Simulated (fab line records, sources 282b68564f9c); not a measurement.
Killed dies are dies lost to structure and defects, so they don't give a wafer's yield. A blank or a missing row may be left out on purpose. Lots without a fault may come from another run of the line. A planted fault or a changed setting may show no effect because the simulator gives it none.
A struck lot beside a sound one | flow rit_cmos | 27 steps out of a route of 202
Sound: wafers L421.2, L421.3, L421.4. Struck: wafers L434.1, L434.2, L434.4. The cause comes at the end.
At each step with rows: each side's tool, then ch and its chambers, then its first start. Under that, the readings that differ: sound wafers | struck wafers | difference of the means | sigmas: that difference in standard deviations of wafers without a fault.
alike: readings whose means differ by less than 2 such deviations, and words and numbers that are the same on both sides. not compared: withheld readings, readings that some wafer has no value for, bounds like >300 that may hide the same value, and numbers for which the record gives no deviation and whose values overlap.
The two part at a step that has a row with sigmas, a row that says differs or no value, or rows on one side only. Numbers that don't overlap but have no deviation are shown without sigmas and don't part them. A reading that every wafer of one side lacks parts them only if that side has two wafers or more.

first, 4 steps without rows for these wafers: RIT_CONTACT_SOFTBAKE_04 (time 60 s); RIT_CONTACT_EXPOSE_05 (exposes mask M11, target cd 1000 nm); RIT_CONTACT_PEB_06; RIT_CONTACT_DEVELOP_07 (develop time 121.9 s).
RIT_CONTACT_CD_MEAS_08: target cd 1000 nm.
  sound on cd_sem-02, day 4 21:55; struck on cd_sem-02, day 7 14:50
  alike: cd_nm
RIT_CONTACT_OVL_MEAS_09:
  sound on overlay-02, day 4 22:02; struck on overlay-01, day 7 14:58
  alike: CONTACT_OVL
then, 1 step without rows for these wafers: RIT_CONTACT_HARDBAKE_10 (time 60 s).
RIT_CONTACT_ETCH_11: etches SiO2 in CHF3/CF4/Ar, stops on TiSi2, target depth 480 nm, time 320 s.
  sound on rie_diel-04 ch 1,3, day 4 22:13; struck on rie_diel-04 ch 1,2,3, day 7 15:09
  alike: chamber_pressure_mTorr, drypump_motor_current_A, oes_product_au, throttle_valve_pct
  not compared: rf_hours_counter_h
RIT_CONTACT_STRIP_12: strips in O2, time 180 s.
  sound on plasma_asher-01 ch 0,1, day 4 22:25; struck on plasma_asher-01 ch 0,1, day 7 15:20
  alike: chamber_pressure_mTorr, drypump_motor_current_A
  not compared: rf_hours_counter_h
RIT_CONTACT_CD_MEAS_90: target cd 1000 nm.
  sound on cd_sem-02, day 4 22:36; struck on cd_sem-01, day 7 15:31
  alike: cd_nm
then, 2 steps without rows for these wafers: RIT_CONTACT_CLEAN_13 (cleans in SC1, time 600 s); RIT_CONTACT_CLEAN_14 (cleans in SC2, time 600 s).
RIT_M1_SPUTTER_00: material Al, target thk 400 nm, time 500 s.
  sound on pvd_sputter-01, day 4 23:04; struck on pvd_sputter-04, day 7 16:00
  reading                               | sound             | struck            | difference | sigmas
  model.Al_of_M1_SPUTTER_00.thk_nm (nm) | 397.2 401.4 397.7 | 760.6 762.4 755.2 | +360.6     |
  alike: throttle_valve_pct
RIT_M1_RS_MEAS_01: measures by four-point-probe.
  sound on film_metro-02, day 4 23:23; struck on film_metro-03, day 7 16:18
  reading           | sound                | struck               | difference | sigmas
  M1_AL_RS (ohm/sq) | 0.0740 0.0729 0.0739 | 0.0383 0.0382 0.0385 | -0.0353    | -40
RIT_M1_THK_MEAS_02: measures by xrf.
  sound on film_metro-02, day 4 23:29; struck on film_metro-03, day 7 16:25
  reading        | sound       | struck      | difference | sigmas
  M1_AL_THK (nm) | 391 392 387 | 747 755 745 | +359       | +70
then, 6 steps without rows for these wafers: RIT_M1_HMDS_03 (prime time 60 s); RIT_M1_COAT_04 (resist thk 1300 nm); RIT_M1_SOFTBAKE_05 (time 60 s); RIT_M1_EXPOSE_06 (exposes mask M12, target cd 2600 nm); RIT_M1_PEB_07; RIT_M1_DEVELOP_08 (develop time 68 s).
RIT_M1_CD_MEAS_09: target cd 2600 nm.
  sound on cd_sem-01, day 5 00:26; struck on cd_sem-02, day 7 17:22
  alike: cd_nm
RIT_M1_OVL_MEAS_10:
  sound on overlay-01, day 5 00:33; struck on overlay-01, day 7 17:29
  alike: M1_OVL
then, 1 step without rows for these wafers: RIT_M1_HARDBAKE_11 (time 120 s).
RIT_M1_METAL_ETCH_12: etches Al in Cl2/BCl3, stops on SiO2, time 165 s, target depth 600 nm.
  sound on rie_metal-01 ch 0,1, day 5 00:50; struck on rie_metal-03 ch 0,1, day 7 17:46
  reading               | sound             | struck            | difference | sigmas
  oes_product_au (a.u.) | 0.797 0.760 0.801 | 0.992 0.972 0.970 | +0.192     | +12
  alike: bcl3_flow_sccm, chamber_pressure_mTorr, drypump_motor_current_A, throttle_valve_pct
  not compared: rf_hours_counter_h
then, 1 step without rows for these wafers: RIT_M1_STRIP_13 (strips in nmp, time 600 s).
RIT_M1_PROBE_99:
  sound on prober-01, day 5 04:25; struck on prober-02, day 7 20:14
  reading                                 | sound              | struck            | difference | sigmas
  defect_limited_yield (%)                | 96.2 97.7 95.5     | 0 0 0             | -96        | -80
  killed_at_M0_to_M3                      | 0 0 0              | 258 260 259       | +259       | +99 or more
  killed_dies                             | 10 6 12            | 264 264 264       | +255       | +77
  killed_on_rim                           | 5 3 3              | 70 70 70          | +66        | +44
  sort_bin_5_function (%)                 | 0.4 1.1 2.3        | 99.2 99.6 98.9    | +98.0      | +99 or more
  sort_n_pass                             | 254 258 252        | 0 0 0             | -255       | -77
  sort_yield_pct (%)                      | 96.2 97.7 95.5     | 0 0 0             | -96        | -80
  model.etest.tester.sort_n_pass          | 254 258 252        | 0 0 0             | -255       |
  model.etest.tester.sort_yield_pct (%)   | 96.21 97.73 95.45  | 0 0 0             | -96        |
  model.etest.tester.sort_bin_5_pct (%)   | 0.3788 1.136 2.273 | 99.24 99.62 98.86 | +97.98     |
  model.etest.nmos_0p15.short             | 0 0 0              | 1 1 1             | +1         |
  model.etest.diode_pplus_comb.over_limit | 0 0 0              | 1 1 1             | +1         |
  model.etest.diode_nplus_comb.short      | 0 0 0              | 1 1 1             | +1         |
  model.etest.m1_comb_over_steps.short    | 0 0 0              | 1 1 1             | +1         |
  model.etest.ring.over_limit             | 0 0 0              | 1 1 1             | +1         |
  alike: killed_at_contacts, killed_at_front_end, killed_open, killed_short, sort_bin_3_pad_short, sort_bin_6_memory

WHERE THEY PART
First at RIT_M1_RS_MEAS_01; last, within this record, at RIT_M1_PROBE_99.

WHY: what the simulator had put in
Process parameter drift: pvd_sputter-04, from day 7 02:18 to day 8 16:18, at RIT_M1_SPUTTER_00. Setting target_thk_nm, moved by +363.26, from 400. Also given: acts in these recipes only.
